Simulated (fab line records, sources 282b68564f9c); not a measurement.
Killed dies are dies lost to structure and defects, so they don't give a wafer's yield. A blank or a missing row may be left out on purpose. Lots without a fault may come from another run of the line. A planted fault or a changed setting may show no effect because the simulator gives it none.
A struck lot beside a sound one | flow rit_cmos | 28 steps out of a route of 202
Sound: wafers L229.1, L229.2, L229.3. Struck: wafers L240.2, L240.4. (L240.1 of the same lot was not struck and is left out.) The cause comes at the end.
At each step with rows: each side's tool, then ch and its chambers, then its first start. Under that, the readings that differ: sound wafers | struck wafers | difference of the means | sigmas: that difference in standard deviations of wafers without a fault.
alike: readings whose means differ by less than 2 such deviations, and words and numbers that are the same on both sides. not compared: withheld readings, readings that some wafer has no value for, bounds like >300 that may hide the same value, and numbers for which the record gives no deviation and whose values overlap.
The two part at a step that has a row with sigmas, a row that says differs or no value, or rows on one side only. Numbers that don't overlap but have no deviation are shown without sigmas and don't part them. A reading that every wafer of one side lacks parts them only if that side has two wafers or more.

RIT_SDANNEAL_RTA_03: time 5 s.
  sound on rtp_anneal-01 ch 0, day 4 19:00; struck on rtp_anneal-02 ch 0, day 7 02:06
  alike: wafer_temp_C_max
RIT_SDANNEAL_RS_MEAS_04: measures by four-point-probe.
  sound on film_metro-03, day 4 19:04; struck on film_metro-02, day 7 02:10
  alike: PSD_RS
RIT_SDANNEAL_RS_MEAS_05: measures by four-point-probe.
  sound on film_metro-03, day 4 19:11; struck on film_metro-02, day 7 02:17
  alike: NSD_RS
RIT_SDANNEAL_RS_MEAS_06: measures by four-point-probe.
  sound on film_metro-03, day 4 19:18; struck on film_metro-02, day 7 02:24
  alike: PLDD_RS
RIT_SDANNEAL_RS_MEAS_07: measures by four-point-probe.
  sound on film_metro-03, day 4 19:25; struck on film_metro-02, day 7 02:31
  alike: NLDD_RS
then, 1 step without rows for these wafers: RIT_SILICIDE_WET_ETCH_00 (etches SiO2 in BOE, target depth 14 nm, time 15 s).
RIT_SILICIDE_SPUTTER_01: material Ti, target thk 30 nm, time 240 s.
  sound on pvd_sputter-02, day 4 19:33; struck on pvd_sputter-03, day 7 02:39
  alike: throttle_valve_pct
RIT_SILICIDE_RS_MEAS_02: measures by four-point-probe.
  sound on film_metro-01, day 4 19:42; struck on film_metro-01, day 7 02:48
  reading                 | sound          | struck    | difference | sigmas
  SILICIDE_TI_RS (ohm/sq) | 48.9 48.2 49.3 | 46.7 47.2 | -1.8       | -2
RIT_SILICIDE_THK_MEAS_03: measures by xrf.
  sound on film_metro-01, day 4 19:49; struck on film_metro-01, day 7 02:55
  reading              | sound          | struck    | difference | sigmas
  SILICIDE_TI_THK (nm) | 29.2 29.4 29.1 | 30.4 30.2 | +1.1       | +3
RIT_SILICIDE_RTA_04: time 10 s, ramp up 5 s, ramp down 5 s.
  sound on rtp_anneal-02 ch 0, day 4 19:53; struck on rtp_anneal-01 ch 0, day 7 02:59
  reading          | sound             | struck      | difference | sigmas
  wafer_temp_C_max | 652.9 653.2 653.3 | 655.4 656.5 | +2.8       | +2
then, 1 step without rows for these wafers: RIT_SILICIDE_WET_ETCH_05 (etches Ti in SPM, time 120 s).
RIT_SILICIDE_RTA_06: time 10 s, ramp up 5 s, ramp down 10 s.
  sound on rtp_anneal-01 ch 0, day 4 19:59; struck on rtp_anneal-02 ch 0, day 7 03:05
  alike: wafer_temp_C_max
RIT_CONTACT_CVD_00: deposits SiO2 from TEOS, target thk 400 nm, time 61 s.
  sound on pecvd-03 ch 0,1,2, day 4 20:04; struck on pecvd-04 ch 2, day 7 03:10
  reading                                  | sound             | struck    | difference | sigmas
  heater_power_w (W)                       | 250 290 241       | 505 502   | +243       | +3
  model.SiO2_of_CONTACT_CVD_00.thk_nm (nm) | 404.1 398.1 404.2 | 550.3 559 | +152.5     |
  not compared: since_wet_clean_h
RIT_CONTACT_THK_MEAS_01:
  sound on film_metro-04, day 4 20:07; struck on film_metro-04, day 7 03:13
  reading               | sound       | struck  | difference | sigmas
  CONTACT_TEOS_THK (nm) | 404 399 404 | 550 559 | +152       | +26
then, 6 steps without rows for these wafers: RIT_CONTACT_HMDS_02 (prime time 60 s); RIT_CONTACT_COAT_03 (resist thk 1000 nm); RIT_CONTACT_SOFTBAKE_04 (time 60 s); RIT_CONTACT_EXPOSE_05 (exposes mask M11, target cd 1000 nm); RIT_CONTACT_PEB_06; RIT_CONTACT_DEVELOP_07 (develop time 120 s).
RIT_CONTACT_CD_MEAS_08: target cd 1000 nm.
  sound on cd_sem-02, day 4 21:08; struck on cd_sem-01, day 7 04:22
  alike: cd_nm
RIT_CONTACT_OVL_MEAS_09:
  sound on overlay-01, day 4 21:15; struck on overlay-01, day 7 04:29
  alike: CONTACT_OVL
then, 1 step without rows for these wafers: RIT_CONTACT_HARDBAKE_10 (time 60 s).
RIT_CONTACT_ETCH_11: etches SiO2 in CHF3/CF4/Ar, stops on TiSi2, target depth 480 nm, time 320 s.
  sound on rie_diel-01 ch 1,2,3, day 4 21:26; struck on rie_diel-01 ch 0,3, day 7 04:40
  reading                             | sound             | struck      | difference | sigmas
  model.etch.depth_nm (nm)            | 404.1 398.1 404.2 | 468.9 473.4 | +69.0      |
  model.CONTACT.feature_depth_nm (nm) | 404.1 398.1 404.2 | 468.9 473.4 | +69.0      |
  alike: O2_flow_sccm, drypump_motor_current_A, mfc_ar_sccm, oes_product_au, throttle_valve_pct
  not compared: rf_hours_counter_h
RIT_CONTACT_STRIP_12: strips in O2, time 180 s.
  sound on plasma_asher-03 ch 0,1, day 4 21:38; struck on plasma_asher-02 ch 0,1, day 7 04:52
  alike: drypump_motor_current_A
  not compared: rf_hours_counter_h
RIT_CONTACT_CD_MEAS_90: target cd 1000 nm.
  sound on cd_sem-01, day 4 21:49; struck on cd_sem-02, day 7 05:02
  alike: cd_nm
RIT_CONTACT_CLEAN_13: cleans in SC1, time 600 s.
  sound on wet_bench-04 ch 1, day 4 21:56; struck on wet_bench-03 ch 2, day 7 05:10
  reading                                  | sound           | struck    | difference | sigmas
  model.SiO2_of_CONTACT_CVD_00.thk_nm (nm) | 399.9 394 400.1 | 546.2 555 | +152.6     |
then, 1 step without rows for these wafers: RIT_CONTACT_CLEAN_14 (cleans in SC2, time 600 s).

WHERE THEY PART
First at RIT_SILICIDE_RS_MEAS_02; last, within this record, at RIT_CONTACT_THK_MEAS_01. Later steps at which nothing parts them and some readings are alike: RIT_CONTACT_CD_MEAS_08, RIT_CONTACT_OVL_MEAS_09, RIT_CONTACT_ETCH_11, RIT_CONTACT_STRIP_12, RIT_CONTACT_CD_MEAS_90.

WHY: what the simulator had put in
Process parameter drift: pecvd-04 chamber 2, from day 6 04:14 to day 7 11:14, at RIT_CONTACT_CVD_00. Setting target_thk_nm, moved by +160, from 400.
